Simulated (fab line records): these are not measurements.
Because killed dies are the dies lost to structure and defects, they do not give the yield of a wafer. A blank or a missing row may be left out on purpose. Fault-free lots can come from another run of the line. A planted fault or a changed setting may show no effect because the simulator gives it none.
The tool behind it: which one? | flow berkeley cmos170 | 14 lots with 42 wafers sampled at 2 steps, on a route of 331 steps

WHAT THE GAUGES SHOWED, per wafer
UCB170_NVT_TW_MEAS_09. Usual: NVT_TW typically reads 528, with standard deviation 6.2.
lot  | measured     | on            | NVT_TW      | flag
L138 | day 6 08:32  | film metro-02 | 531 527 530 |
L139 | day 6 08:49  | film metro-04 | 521 520 521 |
L140 | day 6 20:17  | film metro-04 | 520 519 519 |
L141 | day 6 20:22  | film metro-03 | 536 537 534 |
L143 | day 7 06:16  | film metro-03 | 534 537 538 |
L146 | day 8 07:01  | film metro-03 | 533 535 535 |
L147 | day 8 07:17  | film metro-03 | 536 534 529 |
L149 | day 8 14:05  | film metro-02 | 522 525 524 |
L148 | day 8 14:14  | film metro-02 | 525 524 527 |
L150 | day 8 22:34  | film metro-02 | 655 656 650 | OFF
L151 | day 9 11:26  | film metro-03 | 533 537 537 |
L153 | day 9 12:18  | film metro-03 | 663 664 664 | OFF
L156 | day 9 23:10  | film metro-04 | 522 520 522 |
L161 | day 10 20:43 | film metro-03 | 532 535 534 |

EACH LOT AND THE TOOL THAT RAN IT (in order: tool; ch and the chambers of the sampled wafers; start)
lot  | UCB170_NVT_IMPLANT_07
L138 | implanter-02 ch 0, day 6 08:17
L139 | implanter-04 ch 0, day 6 08:35
L140 | implanter-01 ch 0, day 6 20:05
L141 | implanter-02 ch 0, day 6 20:09
L143 | implanter-04 ch 0, day 7 06:01
L146 | implanter-01 ch 0, day 8 06:46
L147 | implanter-02 ch 0, day 8 07:02
L149 | implanter-01 ch 0, day 8 13:50
L148 | implanter-02 ch 0, day 8 14:01
L150 | implanter-01 ch 0, day 8 22:00
L151 | implanter-02 ch 0, day 9 11:12
L153 | implanter-02 ch 0, day 9 11:44
L156 | implanter-04 ch 0, day 9 22:55
L161 | implanter-02 ch 0, day 10 20:28
- UCB170_NVT_IMPLANT_07

AS READ BY THE TOOLS THEMSELVES (means over the sampled wafers that have a number; for cases with no such wafer, the mark the record gives instead)
The record holds no such reading with a usual standard deviation.

THE ANSWER, worked out from the rows above alone
Rule: a lot is off if the mean of its wafers that have a number lies more than 3 standard deviations from the usual mean. Also off: a lot with no number at a reading for which 4 or more lots have one. The other lots that the step has rows for count as sound. First the gauges in route order, then the tools' own readings, where a lot's mean is used as printed above. At the first step where some lot is off, the reading lying furthest off is the one used; lots without a number count as furthest.
Off: at UCB170_NVT_TW_MEAS_09 (NVT_TW), L150, L153.
A tool fits if, at a process step before that reading, it ran every lot that is off, and no sound lot after the first of them. The gauges at UCB170_NVT_TW_MEAS_09 are tried like those tools. No candidate that was tried fits.

WHAT THE SIMULATOR HAD PUT IN
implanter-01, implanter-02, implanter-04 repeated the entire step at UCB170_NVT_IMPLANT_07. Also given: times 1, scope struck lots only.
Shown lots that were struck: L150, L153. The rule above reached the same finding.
